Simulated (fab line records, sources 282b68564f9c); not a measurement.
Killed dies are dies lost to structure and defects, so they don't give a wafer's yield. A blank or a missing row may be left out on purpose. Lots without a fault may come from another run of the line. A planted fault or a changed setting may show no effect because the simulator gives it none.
One fault seen from 2 desks | flow rit_cmos | each desk has only its own numbers; what lay behind them comes last

THE TOOL OWNER'S DESK: implanter-04
The tool's own readings at RIT_NWELL_IMPLANT_08: means of the sampled wafers that have a number, for each lot that ran on this tool. A lot is out of limits, marked OUT, if its mean lies more than 4 standard deviations from the usual mean; the brackets give that distance.
Columns: A = dose_ions_cm2 at RIT_NWELL_IMPLANT_08, usual 5e+13; B = faraday_current_uA at RIT_NWELL_IMPLANT_08, usual 159
lot  | first seen here | A                       | B
L527 | day 3 04:23     | 5e+13                   | 158
L528 | day 3 17:23     | 5e+13                   | 159
L530 | day 3 23:45     | 5e+13                   | 160
L531 | day 4 04:28     | 5e+13                   | 159
L537 | day 5 08:11     | 4e+13 (-99 or more) OUT | 129 (-9.1) OUT
L538 | day 5 17:33     | 4e+13 (-99 or more) OUT | 128 (-9.3) OUT
This desk's finding: out of limits on L537, L538; first on L537, day 5 08:11 (dose_ions_cm2 at RIT_NWELL_IMPLANT_08). In limits: L527, L528, L530, L531.

THE METROLOGY DESK
What the gauges read, lot by lot, whatever tool the lot ran on: means of the sampled wafers that have a number. A lot is out of limits, marked OUT, if its mean lies more than 4 standard deviations from the usual mean; the brackets give that distance.
Columns: A = NWELL_TW at RIT_NWELL_TW_MEAS_10, usual 2160; B = NWELL_RS at RIT_WELLDRIVE_RS_MEAS_01, usual 275.5 ohm/sq; C = PRETRO_OVL at RIT_PRETRO_OVL_MEAS_06, usual -0.3 nm; D = GATE_POLY_THK at RIT_GATE_THK_MEAS_09, usual 249.9 nm
lot  | first seen here | A               | B               | C    | D
L522 | day 2 06:55     | 2169            | 275.5           | -0.4 | 250.9
L524 | day 2 14:17     | 2138            | 275.6           | -0.3 | 250.4
L527 | day 3 04:41     | 2146            | 275.7           | -1.1 | 250.1
L528 | day 3 17:43     | 2174            | 276.8           | 0.2  | 251.3
L529 | day 3 21:10     | 2138            | 275.7           | -1.5 | 247.8
L530 | day 4 00:05     | 2171            | 276.0           | 0.9  | 247.4
L531 | day 4 04:47     | 2149            | 275.5           | 0.7  | 250.5
L532 | day 4 09:55     | 2153            | 274.4           | -0.4 | 248.2
L534 | day 4 15:19     | 2182            | 274.9           | -0.5 | 251.2
L537 | day 5 08:30     | 2048 (-5.9) OUT | 308.8 (+39) OUT | -0.7 | 251.4
L538 | day 5 17:52     | 2024 (-7.2) OUT | 312.2 (+43) OUT | 1.1  | 253.9
L540 | day 6 01:38     | 2155            | 275.8           | -0.4 | 251.4
L543 | day 6 21:13     | 2183            | 275.1           | 0.4  | 249.5
L544 | day 7 06:47     | 2170            | 276.8           | -1.3 | 246.6
This desk's finding: out of limits on L537, L538; first on L537, day 5 08:30 (NWELL_TW at RIT_NWELL_TW_MEAS_10). In limits: L522, L524, L527, L528, L529, L530, L531, L532, L534, L540, L543, L544.

PUT TOGETHER
The tool owner's desk could have raised an alarm at day 5 08:11, on L537, L538.
The metrology desk could have raised an alarm at day 5 08:30, on L537, L538.
Of the lots named, all ran RIT_NWELL_IMPLANT_08 on implanter-04.

WHAT THE SIMULATOR HAD PUT IN
Process parameter drift: implanter-04, from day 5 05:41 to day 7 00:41, at RIT_NWELL_IMPLANT_08. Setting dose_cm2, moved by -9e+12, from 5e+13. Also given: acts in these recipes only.
Lots struck among those shown: L537, L538.
Hours from the fault's start to each desk's first reading out of limits: the tool owner's desk, 2; the metrology desk, 3.
